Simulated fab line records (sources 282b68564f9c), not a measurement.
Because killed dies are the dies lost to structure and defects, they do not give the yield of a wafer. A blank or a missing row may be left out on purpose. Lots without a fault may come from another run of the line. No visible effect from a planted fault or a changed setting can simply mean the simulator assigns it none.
A struck lot beside a sound one :: flow rit-cmos :: 44 out of 202 route steps
Sound: the wafers L765.1, L765.4, L765.6. The struck wafers were L759.2, L759.3, L759.4. The cause is named last.
Order at every step that has rows: each side's tool, ch and its chambers, its first start. Under that, the readings that differ: sound wafers :: struck wafers :: difference of the means :: sigmas: that difference in standard deviations of wafers without a fault.
alike: words and numbers the same on both sides, and readings whose means are apart by under 2 such deviations; not compared: readings that were withheld, readings missing a value for some wafer, numbers with overlapping values and no deviation given by the record, and bounds like >300 which may hide the same value.
Wherever a step has rows on one side only, a row that says differs or no value, or a row with sigmas, the two part there. Numbers that have no deviation but don't overlap get no sigmas and don't part them. A reading missing from all wafers of one side parts the sides only when that side holds two or more wafers.

first, 3 steps without rows for these wafers: RIT_REOX_CLEAN_01 (cleans in dHF, time 30 s); RIT_REOX_CLEAN_02 (cleans in SC2, time 600 s); RIT_REOX_OXIDATION_03 (target thk 25.2 nm, ox time 5580 s).
RIT_REOX_THK_MEAS_04:
  struck on film-metro-02, day 4 14:29; sound on film-metro-01, day 5 17:28
  alike: REOX_OXIDE_THK
then, 6 steps without rows for these wafers: RIT_NLDD_HMDS_00 (prime time 60 s); RIT_NLDD_COAT_01 (resist thk 1000 nm); RIT_NLDD_SOFTBAKE_02 (time 60 s); RIT_NLDD_EXPOSE_03 (exposes mask M7, target cd 40700 nm); RIT_NLDD_PEB_04; RIT_NLDD_DEVELOP_05 (develop time 50 s).
RIT_NLDD_OVL_MEAS_06:
  struck on overlay-02, day 4 15:31; sound on overlay-02, day 5 18:23
  alike: NLDD_OVL
then, 1 step without rows for these wafers: RIT_NLDD_HARDBAKE_07 (time 60 s).
RIT_NLDD_IMPLANT_08:
  sound on implanter-02 ch 0, day 5 18:34; struck on implanter-04 ch 0, day 4 15:44
reading: dose-ions-cm2
sound: 4.997e+14 5.003e+14 5.004e+14
struck: 1.003e+14 9.97e+13 1.001e+14
difference: -4.001e+14
sigmas: -99 or more

reading: end-station-pressure-torr (Torr)
sound: 6.4e-06 6.4e-06 6.6e-06
struck: 5.1e-06 4.9e-06 5.5e-06
difference: -1.3e-06
sigmas: -4

reading: faraday-current-uA
sound: 1580 1599 1596
struck: 316 310 316
difference: -1278
sigmas: -44
RIT_NLDD_STRIP_09: strips in O2, time 180 s.
  sound on plasma-asher-04 ch 0,1, day 5 18:43; struck on plasma-asher-03 ch 0,1, day 4 15:51
  alike: drypump-motor-current-A
  not compared: rf-hours-counter-h
RIT_NLDD_TW_MEAS_10:
  struck on film-metro-02, day 4 16:02; sound on film-metro-02, day 5 18:54
reading: NLDD_TW
sound: 2502 2517 2503
struck: 1572 1562 1564
difference: -941
sigmas: -39
then, 6 steps without rows for these wafers: RIT_PLDD_HMDS_00 (prime time 60 s); RIT_PLDD_COAT_01 (resist thk 1000 nm); RIT_PLDD_SOFTBAKE_02 (time 60 s); RIT_PLDD_EXPOSE_03 (exposes mask M8, target cd 40900 nm); RIT_PLDD_PEB_04; RIT_PLDD_DEVELOP_05 (develop time 50 s).
RIT_PLDD_OVL_MEAS_06:
  struck on overlay-02, day 4 17:04; sound on overlay-01, day 5 19:50
  alike: PLDD_OVL
then, 2 steps without rows for these wafers: RIT_PLDD_HARDBAKE_07 (time 60 s); RIT_PLDD_IMPLANT_08.
RIT_PLDD_STRIP_09: strips in O2, time 180 s.
  sound on plasma-asher-01 ch 0,1, day 5 20:13; struck on plasma-asher-03 ch 0,1, day 4 17:24
  alike: drypump-motor-current-A
  not compared: rf-hours-counter-h
RIT_PLDD_TW_MEAS_10:
  struck on film-metro-03, day 4 17:35; sound on film-metro-01, day 5 20:23
  alike: PLDD_TW
then, 4 steps without rows for these wafers: RIT_SPACER_CLEAN_00 (cleans in SC1, time 600 s); RIT_SPACER_CLEAN_01 (cleans in dHF, time 30 s); RIT_SPACER_CLEAN_02 (cleans in SC2, time 600 s); RIT_SPACER_CVD_03 (deposits Si3N4 from SiH2Cl2/NH3, target thk 250 nm, time 3300 s).
RIT_SPACER_THK_MEAS_04:
  struck on film-metro-04, day 4 20:54; sound on film-metro-04, day 5 22:44
  alike: SPACER_NITRIDE_THK
RIT_SPACER_ETCHBACK_05: etches Si3N4 in SF6/CHF3, stops on SiO2, target depth 250 nm, time 240 s.
  sound on rie-diel-04 ch 0,2, day 5 22:47; struck on rie-diel-02 ch 1,2,3, day 4 20:57
  alike: drypump-motor-current-A, oes-product-au, throttle-valve-pct
  not compared: rf-hours-counter-h
then, 6 steps without rows for these wafers: RIT_NSD_HMDS_00 (prime time 60 s); RIT_NSD_COAT_01 (resist thk 1000 nm); RIT_NSD_SOFTBAKE_02 (time 60 s); RIT_NSD_EXPOSE_03 (exposes mask M9, target cd 40700 nm); RIT_NSD_PEB_04; RIT_NSD_DEVELOP_05 (develop time 50 s).
RIT_NSD_OVL_MEAS_06:
  struck on overlay-01, day 4 22:05; sound on overlay-01, day 5 23:55
  alike: NSD_OVL
then, 2 steps without rows for these wafers: RIT_NSD_HARDBAKE_07 (time 60 s); RIT_NSD_IMPLANT_08.
RIT_NSD_STRIP_09: strips in O2, time 180 s.
  sound on plasma-asher-02 ch 0,1, day 6 00:15; struck on plasma-asher-01 ch 0,1, day 4 22:25
  alike: drypump-motor-current-A
  not compared: rf-hours-counter-h
RIT_SDANNEAL_RS_MEAS_07: a four-point-probe measurement.
  struck on film-metro-02, day 5 01:01; sound on film-metro-02, day 6 02:41
reading: NLDD_RS (ohm/sq)
sound: 151.7 151.5 152.1
struck: 519.8 521.3 519.9
difference: +368.6
sigmas: +99 or more
RIT_M1_PROBE_99:
  struck on prober-01, day 5 08:18; sound on prober-01, day 6 09:59
  alike: killed_at_M0_to_M3, killed-at-contacts, killed-at-front-end, killed-dies, killed-open, killed-short

WHERE THEY PART
At RIT_NLDD_IMPLANT_08 first; at RIT_SDANNEAL_RS_MEAS_07 last (within this record only). Later steps at which nothing parts them and some readings are alike: RIT_M1_PROBE_99.

WHY: the cause the simulator had injected
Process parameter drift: implanter-04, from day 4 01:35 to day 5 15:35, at RIT_NLDD_IMPLANT_08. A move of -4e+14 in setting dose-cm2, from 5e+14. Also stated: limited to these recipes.
